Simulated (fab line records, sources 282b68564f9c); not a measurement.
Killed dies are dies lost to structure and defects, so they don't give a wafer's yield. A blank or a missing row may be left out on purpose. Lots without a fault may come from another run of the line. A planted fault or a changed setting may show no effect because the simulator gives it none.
A struck lot beside a sound one | flow rit_cmos | 17 steps out of a route of 202
Sound: wafers L108.3, L108.5, L108.6. Struck: wafers L125.1, L125.3, L125.5. The cause comes at the end.
At each step with rows: each side's tool, then ch and its chambers, then its first start. Under that, the readings that differ: sound wafers | struck wafers | difference of the means | sigmas: that difference in standard deviations of wafers without a fault.
alike: readings whose means differ by less than 2 such deviations, and words and numbers that are the same on both sides. not compared: withheld readings, readings that some wafer has no value for, bounds like >300 that may hide the same value, and numbers for which the record gives no deviation and whose values overlap.
The two part at a step that has a row with sigmas, a row that says differs or no value, or rows on one side only. Numbers that don't overlap but have no deviation are shown without sigmas and don't part them. A reading that every wafer of one side lacks parts them only if that side has two wafers or more.

first, 1 step without rows for these wafers: RIT_PRETRO_DEVELOP_05 (develop time 68 s).
RIT_PRETRO_OVL_MEAS_06:
  sound on overlay-02, day 2 11:35; struck on overlay-01, day 6 01:33
  alike: PRETRO_OVL
then, 2 steps without rows for these wafers: RIT_PRETRO_HARDBAKE_07 (time 120 s); RIT_PRETRO_IMPLANT_08.
RIT_PRETRO_STRIP_09: strips in O2, time 180 s.
  sound on plasma_asher-02 ch 0,1, day 2 12:04; struck on plasma_asher-04 ch 0,1, day 6 01:59
  alike: drypump_motor_current_A
  not compared: rf_hours_counter_h
RIT_PRETRO_TW_MEAS_10:
  sound on film_metro-01, day 2 12:12; struck on film_metro-02, day 6 02:10
  alike: PRETRO_TW
then, 5 steps without rows for these wafers: RIT_GATE_WET_ETCH_00 (etches SiO2 in BOE, target depth 56 nm, time 60 s); RIT_GATE_CLEAN_01 (cleans in SC1, time 600 s); RIT_GATE_CLEAN_02 (cleans in dHF, time 30 s); RIT_GATE_CLEAN_03 (cleans in SC2, time 600 s); RIT_GATE_CLEAN_04 (cleans in dHF, time 60 s).
RIT_FOX2_THK_MEAS_91:
  sound on film_metro-04, day 2 12:54; struck on film_metro-01, day 6 02:39
  alike: FIELD_OXIDE_LEFT_2_THK
RIT_GATE_OXIDATION_05: target thk 3 nm, ox time 270 s.
  sound on furnace-01 ch 0, day 2 13:03; struck on furnace-03 ch 0, day 6 06:07
then, 1 step without rows for these wafers: RIT_GATE_ANNEAL_06 (time 600 s).
RIT_GATE_THK_MEAS_07:
  sound on film_metro-03, day 2 14:24; struck on film_metro-03, day 6 08:42
  reading             | sound          | struck         | difference | sigmas
  GATE_OXIDE_THK (nm) | 3.02 3.07 3.11 | 5.01 5.04 5.06 | +1.97      | +36
then, 1 step without rows for these wafers: RIT_GATE_CVD_08 (deposits poly-Si from SiH4, target thk 250 nm, time 2220 s).
RIT_M1_PROBE_99:
  sound on prober-01, day 3 15:42; struck on prober-02, day 7 12:37
  alike: killed_at_M0_to_M3, killed_at_contacts, killed_at_front_end, killed_dies, killed_open, killed_short

WHERE THEY PART
Only at RIT_GATE_THK_MEAS_07, within this record. Later steps at which nothing parts them and some readings are alike: RIT_M1_PROBE_99.

WHY: what the simulator had put in
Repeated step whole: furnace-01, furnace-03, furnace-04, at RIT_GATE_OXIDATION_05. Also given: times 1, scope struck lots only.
